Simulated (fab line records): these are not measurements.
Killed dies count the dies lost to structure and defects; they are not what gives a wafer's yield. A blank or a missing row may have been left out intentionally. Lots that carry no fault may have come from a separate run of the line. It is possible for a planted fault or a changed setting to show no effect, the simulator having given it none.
fab line records | flow rit_cmos
record: lots: 5 wafers: 23
route steps=202 shown PSD@150 SDANNEAL@155 SILICIDE@162 M1@190
start_h: the number of hours between the record's first day and the start of the first shown wafer of the lot | wait_h: how many hours have passed since the lot's step before this one | " repeats the value in the row above | L1.1+2: several wafers, shown together as one row | - either no value or no given start | * or withheld: withheld | < > ~ a bound
route shown NAME@n: a module of which the file shows steps, and the number in the route of the first | usual: mean/standard deviation taken from wafers without a fault | same: alike in all rows | chamber/n: place in a boat | sites: each site's reading | _std_site: the values' standard deviation | _edge_site: outer sites' mean less inner sites' | radius_mm: for every site, how far away it sits from the centre of the wafer | mask NAME#n: copy n | behind: the last tool/chamber to shape the wafer | hold: why the lot went on hold/how many hours it stayed there/how the hold came to an end | device: the transistor (n, p or np) that didn't switch | end of line: at the end of the route, the tests of the same wafers | for a step that has no rows: nothing shown but its recipe | killed: dies lost to structure and defects at the first sort, not the wafer's yield | map: a wafer's dies, marking killed ones x, the rest . and places with no die _
set.NAME: the run value of the setting; set.NAME@STEP: its run value at that earlier step | model.NAME: the simulator's own value behind a step, which no gauge read
lots run with intentionally changed settings; tables by step, rows by wafer
== steps ==
step: RIT_PSD_IMPLANT_08
recipe: species: BF2 energy_kev: 27 dose_cm2: 5e+15 tilt_deg: 7
columns lot.wafer tool chamber start_h wait_h set.energy_kev model.implant.rp_nm model.implant.drp_nm
L074.1+2+4 implanter-03 0 51.99 0.1 27 21.62 12.05
L076.1+2+3+5+6 implanter-04 0 63.53 0.1 27 22.63 12.05
L080.1+4 implanter-01 0 84.05 0.1 27 22.71 12.05
L080.2+3+6 " 0 " " 25.48 21.68 11.56
L082.1+5 implanter-04 0 90.59 0.1 26.09 21.8 11.76
L082.3+4+6 " 0 " " 27 22.41 12.05
L084.1+3+6 implanter-03 0 100.72 0.1 27 21.18 12.05
L084.4+5 " 0 " " 27.42 21.44 12.18
step: RIT_PSD_STRIP_09
recipe: chemistry: O2 time_s: 180 resist: NOVOLAK platen_temp_c: withheld power_w: 500 pressure_mtorr: 4000 o2_flow_sccm: 4000
step: RIT_SDANNEAL_CLEAN_02
recipe: chemistry: SC2 mix: 3:3:50 time_s: 600 temp_c: 75 dry: n2_spin
step: RIT_SDANNEAL_RTA_03
recipe: temp_c: 1050 time_s: 5 idle_temp_c: 600 ramp_up_c_per_s: 342 ramp_down_c_per_s: 171 cool_to_c: 600 ambient: N2
step: RIT_SDANNEAL_RS_MEAS_04
recipe: thk_meas_gauge: four-point-probe
usual: PSD_RS: 115.6/0.33
columns lot.wafer tool chamber start_h wait_h set.energy_kev@PSD_IMPLANT_08 PSD_RS[ohm/sq]
L074.1 film_metro-04 - 52.80 0.0 27 115.8
L074.2 " - " " 27 115.7
L074.4 " - " " 27 115.4
L076.1 film_metro-04 - 64.34 0.0 27 115.1
L076.2 " - " " 27 115.4
L076.3 " - " " 27 115.7
L076.5 " - " " 27 115.2
L076.6 " - " " 27 115.3
L080.1 film_metro-04 - 84.86 0.0 27 116.0
L080.2 " - " " 25.48 119.6
L080.3 " - " " 25.48 119.1
L080.4 " - " " 27 116.1
L080.6 " - " " 25.48 119.5
L082.1 film_metro-02 - 91.40 0.0 26.09 116.7
L082.3 " - " " 27 115.2
L082.4 " - " " 27 115.2
L082.5 " - " " 26.09 117.4
L082.6 " - " " 27 115.2
L084.1 film_metro-01 - 101.58 0.0 27 115.9
L084.3 " - " " 27 115.9
L084.4 " - " " 27.42 114.8
L084.5 " - " " 27.42 115.1
L084.6 " - " " 27 115.8
step: RIT_SILICIDE_SPUTTER_01
recipe: material: Ti target_thk_nm: 30 power_w: 350 chamber_pressure_pa: 0.667 gas: Ar time_s: 240 substrate_temp_c: 25
columns lot.wafer tool chamber start_h wait_h set.chamber_pressure_pa model.Ti_of_SILICIDE_SPUTTER_01.thk_nm
L074.1 pvd_sputter-02 - 53.29 0.0 0.667 29.94
L074.2 " - " " 0.667 29.81
L074.4 " - " " 0.667 30.29
L076.1 pvd_sputter-02 - 64.83 0.0 0.5748 30.89
L076.2 " - " " 0.5748 31.24
L076.3 " - " " 0.5748 31.57
L076.5 " - " " 0.5748 31.51
L076.6 " - " " 0.5748 30.92
L080.1 pvd_sputter-01 - 85.35 0.0 0.7652 28.91
L080.2 " - " " 0.7652 28.66
L080.3 " - " " 0.7652 28.11
L080.4 " - " " 0.7652 28.68
L080.6 " - " " 0.7652 28.58
L082.1 pvd_sputter-04 - 91.89 0.0 0.6328 29.6
L082.3 " - " " 0.6328 30
L082.4 " - " " 0.6328 29.03
L082.5 " - " " 0.6328 29.43
L082.6 " - " " 0.6328 29.8
L084.1 pvd_sputter-04 - 102.07 0.0 0.7316 28.8
L084.3 " - " " 0.7316 29.2
L084.4 " - " " 0.7316 28.53
L084.5 " - " " 0.7316 28.89
L084.6 " - " " 0.7316 28.18
step: RIT_SILICIDE_RS_MEAS_02
recipe: thk_meas_gauge: four-point-probe reads: Ti_of_SILICIDE_SPUTTER_01
usual: SILICIDE_TI_RS: 48.2/0.92
columns lot.wafer tool chamber start_h wait_h set.chamber_pressure_pa@SILICIDE_SPUTTER_01 SILICIDE_TI_RS[ohm/sq]
L074.1 film_metro-01 - 53.44 0.1 0.667 48.0
L074.2 " - " " 0.667 48.4
L074.4 " - " " 0.667 47.3
L076.1 film_metro-03 - 64.98 0.1 0.5748 35.9
L076.2 " - " " 0.5748 35.5
L076.3 " - " " 0.5748 35.1
L076.5 " - " " 0.5748 35.1
L076.6 " - " " 0.5748 35.9
L080.1 film_metro-03 - 85.50 0.1 0.7652 66.0
L080.2 " - " " 0.7652 66.9
L080.3 " - " " 0.7652 68.6
L080.4 " - " " 0.7652 66.9
L080.6 " - " " 0.7652 67.0
L082.1 film_metro-03 - 92.06 0.1 0.6328 44.4
L082.3 " - " " 0.6328 43.6
L082.4 " - " " 0.6328 45.4
L082.5 " - " " 0.6328 44.7
L082.6 " - " " 0.6328 44.0
L084.1 film_metro-04 - 102.22 0.1 0.7316 60.2
L084.3 " - " " 0.7316 59.1
L084.4 " - " " 0.7316 61.0
L084.5 " - " " 0.7316 60.0
L084.6 " - " " 0.7316 62.0
step: RIT_M1_EXPOSE_06
recipe: mask_id: M12 na: 0.6 source_shape: conventional sigma_outer: 0.5 target_cd_nm: 2600 dose_mj: 250
columns lot.wafer tool chamber start_h wait_h mask set.dose_mj
L074.1+2+4 iline_stepper-02 0 57.09 0.1 M12#0 250
L076.1+2+3+5+6 iline_stepper-02 0 68.77 0.1 M12#0 250
L080.1+2 iline_stepper-02 0 89.13 0.1 M12#0 250
L080.3+4+6 " 0 " " M12#0 232.2
L082.1+3+4+5+6 iline_stepper-02 0 96.00 0.2 M12#0 250
L084.1+3 iline_stepper-02 0 105.99 0.2 M12#0 263.3
L084.4+5+6 " 0 " " M12#0 250
step: RIT_M1_DEVELOP_08
recipe: resist: NOVOLAK develop_time_s: 68 dev_temp_c: 23
columns lot.wafer tool chamber start_h wait_h set.develop_time_s
L074.1+2+4 litho_track-01 0 - - 68
L076.1+5+6 litho_track-01 0 - - 71.78
L076.2+3 " 0 " " 68
L080.1+6 litho_track-02 0 - - 63.11
L080.2+3+4 " 0 " " 68
L082.1+5+6 litho_track-03 0 - - 63.1
L082.3+4 " 0 " " 68
L084.1+5 litho_track-02 0 - - 68
L084.3+4+6 " 0 " " 61.33
step: RIT_M1_CD_MEAS_09
recipe: target_cd_nm: 2600
usual: cd_nm: 2600.0/2.4
columns lot.wafer tool chamber start_h wait_h set.dose_mj@M1_EXPOSE_06 set.develop_time_s@M1_DEVELOP_08 cd_nm
L074.1 cd_sem-01 - 57.52 - 250 68 2602.0
L074.2 " - " " 250 68 2602.6
L074.4 " - " " 250 68 2601.2
L076.1 cd_sem-01 - 69.20 - 250 71.78 2592.6
L076.2 " - " " 250 68 2599.2
L076.3 " - " " 250 68 2596.2
L076.5 " - " " 250 71.78 2592.5
L076.6 " - " " 250 71.78 2591.0
L080.1 cd_sem-01 - 89.56 - 250 63.11 2603.8
L080.2 " - " " 250 68 2599.2
L080.3 " - " " 232.2 68 2620.4
L080.4 " - " " 232.2 68 2620.0
L080.6 " - " " 232.2 63.11 2629.1
L082.1 cd_sem-01 - 96.43 - 250 63.1 2608.9
L082.3 " - " " 250 68 2600.4
L082.4 " - " " 250 68 2603.6
L082.5 " - " " 250 63.1 2609.4
L082.6 " - " " 250 63.1 2609.9
L084.1 cd_sem-01 - 106.42 - 263.3 68 2583.8
L084.3 " - " " 263.3 61.33 2594.9
L084.4 " - " " 250 61.33 2609.7
L084.5 " - " " 250 68 2597.0
L084.6 " - " " 250 61.33 2608.2
step: RIT_M1_HARDBAKE_11
recipe: resist: NOVOLAK temp_c: 140 time_s: 120
step: RIT_M1_METAL_ETCH_12
recipe: stop_on: SiO2 chemistry: Cl2/BCl3 target: Al time_s: 165 over_etch_frac: 0.5 pressure_mtorr: 100 target_depth_a: 6000 rf_w: 250 Cl2_flow_sccm: 60 bcl3_flow_sccm: 50
columns lot.wafer tool chamber start_h wait_h set.dose_mj@M1_EXPOSE_06 model.M1.cd_nm
L074.1+2 rie_metal-03 0 57.93 0.2 250 2603
L074.4 " 0 " " 250 2602
L076.1 rie_metal-02 0 69.61 0.2 250 2595
L076.2 " 1 " " 250 2598
L076.3 " 0 " " 250 2597
L076.5 " 0 " " 250 2593
L076.6 " 1 " " 250 2589
L080.1+2 rie_metal-03 0,1 89.96 0.2 250 2604
L080.3 " 0 " " 232.2 2622
L080.4 " 1 " " 232.2 2624
L080.6 " 0 " " 232.2 2631
L082.1 rie_metal-02 1 96.84 0.2 250 2606
L082.3 " 0 " " 250 2600
L082.4 " 1 " " 250 2601
L082.5+6 " 0,1 " " 250 2609
L084.1 rie_metal-04 0 106.83 0.2 263.3 2578
L084.3 " 0 " " 263.3 2587
L084.4 " 1 " " 250 2611
L084.5 " 1 " " 250 2599
L084.6 " 0 " " 250 2601
step: RIT_M1_STRIP_13
recipe: chemistry: nmp resist: NOVOLAK temp_c: 80 time_s: 600 dry: n2_spin
step: RIT_M1_STRIP_14
recipe: chemistry: O2 time_s: 180 platen_temp_c: withheld power_w: 500 pressure_mtorr: 4000 o2_flow_sccm: 4000
step: RIT_M1_CD_MEAS_90
recipe: target_cd_nm: 2600
usual: cd_nm: 2600/3.9
columns lot.wafer tool chamber start_h wait_h set.dose_mj@M1_EXPOSE_06 cd_nm
L074.1 cd_sem-02 - 58.60 0.1 250 2603
L074.2 " - " " 250 2603
L074.4 " - " " 250 2602
L076.1 cd_sem-02 - 70.12 0.1 250 2595
L076.2 " - " " 250 2598
L076.3 " - " " 250 2597
L076.5 " - " " 250 2594
L076.6 " - " " 250 2589
L080.1 cd_sem-02 - 90.48 0.1 250 2605
L080.2 " - " " 250 2604
L080.3 " - " " 232.2 2622
L080.4 " - " " 232.2 2624
L080.6 " - " " 232.2 2631
L082.1 cd_sem-02 - 97.35 0.1 250 2606
L082.3 " - " " 250 2600
L082.4 " - " " 250 2601
L082.5 " - " " 250 2609
L082.6 " - " " 250 2608
L084.1 cd_sem-02 - 107.39 0.1 263.3 2578
L084.3 " - " " 263.3 2587
L084.4 " - " " 250 2610
L084.5 " - " " 250 2599
L084.6 " - " " 250 2602
== key ==
split: step: RIT_PSD_IMPLANT_08 setting: energy_kev stated: 27 by: wafer
response: step: RIT_PSD_IMPLANT_08 reading: model.implant.rp_nm change: +0.182 per: 1% r: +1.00
response: step: RIT_PSD_IMPLANT_08 reading: model.implant.drp_nm change: +0.0855 per: 1% r: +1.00
response: step: RIT_SDANNEAL_RS_MEAS_04 reading: PSD_RS change: -0.583 per: 1% r: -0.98
split: step: RIT_SILICIDE_SPUTTER_01 setting: chamber_pressure_pa stated: 0.667 by: lot
response: step: RIT_SILICIDE_SPUTTER_01 reading: model.Ti_of_SILICIDE_SPUTTER_01.thk_nm change: -0.0876 per: 1% r: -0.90
response: step: RIT_SILICIDE_RS_MEAS_02 reading: SILICIDE_TI_RS change: +1.1 per: 1% r: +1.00
split: step: RIT_M1_EXPOSE_06 setting: dose_mj stated: 250 by: wafer
response: step: RIT_M1_METAL_ETCH_12 reading: model.M1.cd_nm change: -3.32 per: 1% r: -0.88
response: step: RIT_M1_CD_MEAS_90 reading: cd_nm change: -3.31 per: 1% r: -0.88
response: step: RIT_M1_CD_MEAS_09 reading: cd_nm slope: -3 per: 1% together_with: develop_time_s@M1_DEVELOP_08 explained: 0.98
split: step: RIT_M1_DEVELOP_08 setting: develop_time_s stated: 68 by: wafer
response: step: RIT_M1_CD_MEAS_09 reading: cd_nm slope: -1.06 per: 1% together_with: dose_mj@M1_EXPOSE_06 explained: 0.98
